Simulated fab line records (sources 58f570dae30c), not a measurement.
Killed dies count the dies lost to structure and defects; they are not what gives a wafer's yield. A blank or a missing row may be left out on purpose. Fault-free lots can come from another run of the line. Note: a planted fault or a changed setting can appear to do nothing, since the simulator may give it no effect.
Which of the tools did it? :: flow berkeleyCmos170 :: 14 lots, 42 wafers sampled, at 2 steps of a route of 331

WHAT EACH GAUGE READ, for each wafer
UCB170_NSD_TW_MEAS_10. Usual: NSD_TW 4161, standard deviation 33.
lot: L719
measured: day 6 12:35
on: filmMetro-03
NSD_TW: 4203 4241 4227
flag: 

lot: L718
measured: day 6 12:46
on: filmMetro-02
NSD_TW: 4090 4142 4108
flag: 

lot: L720
measured: day 7 02:39
on: filmMetro-02
NSD_TW: 4131 4126 4129
flag: 

lot: L721
measured: day 7 12:58
on: filmMetro-03
NSD_TW: 4200 4174 4160
flag: 

lot: L722
measured: day 7 18:58
on: filmMetro-01
NSD_TW: 4203 4184 4181
flag: 

lot: L724
measured: day 8 07:55
on: filmMetro-02
NSD_TW: 4151 4141 4128
flag: 

lot: L725
measured: day 9 00:18
on: filmMetro-03
NSD_TW: 4177 4193 4176
flag: 

lot: L727
measured: day 9 00:35
on: filmMetro-02
NSD_TW: 4112 4129 4119
flag: 

lot: L728
measured: day 9 02:31
on: filmMetro-03
NSD_TW: 4218 4193 4190
flag: 

lot: L729
measured: day 9 02:47
on: filmMetro-03
NSD_TW: 4193 4185 4181
flag: 

lot: L731
measured: day 9 10:34
on: filmMetro-01
NSD_TW: 4187 4188 4201
flag: 

lot: L732
measured: day 10 04:44
on: filmMetro-02
NSD_TW: 4141 4133 4153
flag: 

lot: L736
measured: day 10 14:39
on: filmMetro-01
NSD_TW: 4175 4137 4155
flag: 

lot: L739
measured: day 11 01:17
on: filmMetro-03
NSD_TW: 4189 4167 4197
flag: 

UCB170_CONTACT_THK_MEAS_02. Usual: CONTACT_PSG_THK 697 nm, standard deviation 6.4.
lot: L719
measured: day 6 17:05
on: filmMetro-02
CONTACT_PSG_THK (nm): 709 702 702
flag: 

lot: L718
measured: day 6 17:09
on: filmMetro-02
CONTACT_PSG_THK (nm): 700 700 693
flag: 

lot: L720
measured: day 7 06:36
on: filmMetro-04
CONTACT_PSG_THK (nm): 691 691 696
flag: 

lot: L721
measured: day 7 18:36
on: filmMetro-04
CONTACT_PSG_THK (nm): 704 707 700
flag: 

lot: L722
measured: day 8 02:34
on: filmMetro-04
CONTACT_PSG_THK (nm): 683 680 685
flag: 

lot: L724
measured: day 8 11:54
on: filmMetro-03
CONTACT_PSG_THK (nm): 696 698 703
flag: 

lot: L725
measured: day 9 04:38
on: filmMetro-03
CONTACT_PSG_THK (nm): 706 708 705
flag: 

lot: L727
measured: day 9 05:10
on: filmMetro-03
CONTACT_PSG_THK (nm): 693 695 693
flag: 

lot: L728
measured: day 9 06:57
on: filmMetro-04
CONTACT_PSG_THK (nm): 701 702 701
flag: 

lot: L729
measured: day 9 08:21
on: filmMetro-03
CONTACT_PSG_THK (nm): 691 697 688
flag: 

lot: L731
measured: day 9 15:49
on: filmMetro-02
CONTACT_PSG_THK (nm): 692 696 699
flag: 

lot: L732
measured: day 10 09:04
on: filmMetro-04
CONTACT_PSG_THK (nm): 698 691 695
flag: 

lot: L736
measured: day 10 18:33
on: filmMetro-02
CONTACT_PSG_THK (nm): 702 692 700
flag: 

lot: L739
measured: day 11 05:38
on: filmMetro-04
CONTACT_PSG_THK (nm): 704 708 708
flag: 

EACH LOT AND THE TOOL THAT RAN IT (in order: tool; ch and the chambers of the sampled wafers; start)
Record: no process step prior to these readings.

AS READ BY THE TOOLS THEMSELVES (means over the sampled wafers that have a number; for cases with no such wafer, the mark the record gives instead)
The record holds no such reading with a usual standard deviation.

THE ANSWER, worked out from the rows above alone
Rule: take the mean of a lot's wafers that have a number; if it is more than 3 standard deviations from the usual mean, the lot is off. Also off: a lot with no number at a reading for which 4 or more lots have one. Where the step has rows for the other lots, those lots are counted as sound. First the gauges in route order, then the tools' own readings, where a lot's mean is used as printed above. At the first step where some lot is off, the reading lying furthest off is the one used; lots without a number count as furthest.
Across all readings shown, no lot is off: no conclusion can be drawn from this.

WHAT THE SIMULATOR HAD INSERTED
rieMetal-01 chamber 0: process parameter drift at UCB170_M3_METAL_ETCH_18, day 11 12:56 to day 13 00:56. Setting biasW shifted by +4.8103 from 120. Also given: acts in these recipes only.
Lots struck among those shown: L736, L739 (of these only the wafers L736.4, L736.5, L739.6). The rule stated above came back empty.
